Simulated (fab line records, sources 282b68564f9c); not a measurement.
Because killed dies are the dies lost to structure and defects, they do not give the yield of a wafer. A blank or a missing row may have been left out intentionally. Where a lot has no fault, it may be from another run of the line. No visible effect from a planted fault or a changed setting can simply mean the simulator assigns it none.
A struck lot beside a sound one + flow rit_cmos + 16 out of 202 route steps
Sound: the wafers L234.3, L234.5, L234.6. Struck: wafers L244.2, L244.4, L244.6. Last of all comes the cause.
Each step with rows lists, per side, the tool, then ch with its chambers, then its first start. Under that, the readings that differ: sound wafers + struck wafers + difference of the means + sigmas: that difference in standard deviations of wafers without a fault.
alike: readings whose means differ by less than 2 such deviations, and words and numbers that are the same on both sides. not compared: withheld readings, readings that some wafer has no value for, bounds like >300 that may hide the same value, and numbers for which the record gives no deviation and whose values overlap.
A row with sigmas, a row that says differs or no value, or rows on one side alone: a step with any of these is where the two part. Numbers that don't overlap but have no deviation are shown without sigmas and don't part them. Lack of a reading on every wafer of one side parts them only where that side has two or more wafers.

RIT_PWELL_TW_MEAS_10:
  sound: film_metro-01 at day 2 12:15; struck: film_metro-04 at day 4 16:19
| reading  | sound       | struck      | difference | sigmas |
|----------|-------------|-------------|------------|--------|
| PWELL_TW | 945 941 946 | 962 962 955 | +16        | +2     |
then, 1 step without rows for these wafers: RIT_WELLDRIVE_ANNEAL_00 (time 14700 s).
RIT_WELLDRIVE_RS_MEAS_01: measures by four-point-probe.
  sound: film_metro-04 at day 2 20:47; struck: film_metro-04 at day 4 22:44
  alike: NWELL_RS
RIT_WELLDRIVE_RS_MEAS_02: measures by four-point-probe.
  sound: film_metro-04 at day 2 20:55; struck: film_metro-04 at day 4 22:51
  alike: PWELL_RS
then, 6 steps without rows for these wafers: RIT_NRETRO_HMDS_00 (prime time 60 s); RIT_NRETRO_COAT_01 (resist thk 1300 nm); RIT_NRETRO_SOFTBAKE_02 (time 60 s); RIT_NRETRO_EXPOSE_03 (exposes mask M4, target cd 43900 nm); RIT_NRETRO_PEB_04; RIT_NRETRO_DEVELOP_05 (develop time 68 s).
RIT_NRETRO_OVL_MEAS_06:
  sound: overlay-01 at day 2 21:53; struck: overlay-02 at day 5 00:09
  alike: NRETRO_OVL
then, 1 step without rows for these wafers: RIT_NRETRO_HARDBAKE_07 (time 120 s).
RIT_NRETRO_IMPLANT_08:
  sound on implanter-03 ch 0, day 2 22:12; struck on implanter-03 ch 0, day 5 00:35
| reading            | sound                          | struck                        | difference | sigmas      |
|--------------------|--------------------------------|-------------------------------|------------|-------------|
| dose_ions_cm2      | 9.999e+12 9.981e+12 1.0014e+13 | 6.176e+12 6.191e+12 6.189e+12 | -3.813e+12 | -99 or more |
| faraday_current_uA | 31.2 32.0 30.7                 | 19.6 19.6 20.3                | -11.5      | -19         |
  alike: end_station_pressure_torr
RIT_NRETRO_STRIP_09: strips in O2, time 180 s.
  sound on plasma_asher-02 ch 0,1, day 2 22:22; struck on plasma_asher-02 ch 1, day 5 00:43
  alike: drypump_motor_current_A
  not compared: rf_hours_counter_h
RIT_NRETRO_TW_MEAS_10:
  sound: film_metro-03 at day 2 22:30; struck: film_metro-02 at day 5 01:08
| reading   | sound          | struck      | difference | sigmas |
|-----------|----------------|-------------|------------|--------|
| NRETRO_TW | 1059 1057 1055 | 906 904 908 | -151       | -27    |
  not compared: hold
RIT_M1_PROBE_99:
  sound: prober-01 at day 4 05:37; struck: prober-01 at day 6 12:40
  alike: killed_at_contacts, killed_at_front_end, killed_dies, killed_open, killed_short

== WHERE THEY PART ==
Last at RIT_NRETRO_TW_MEAS_10 as far as this record goes, first at RIT_PWELL_TW_MEAS_10. Later steps at which nothing parts them and some readings are alike: RIT_M1_PROBE_99.

WHY: what had been put in by the simulator
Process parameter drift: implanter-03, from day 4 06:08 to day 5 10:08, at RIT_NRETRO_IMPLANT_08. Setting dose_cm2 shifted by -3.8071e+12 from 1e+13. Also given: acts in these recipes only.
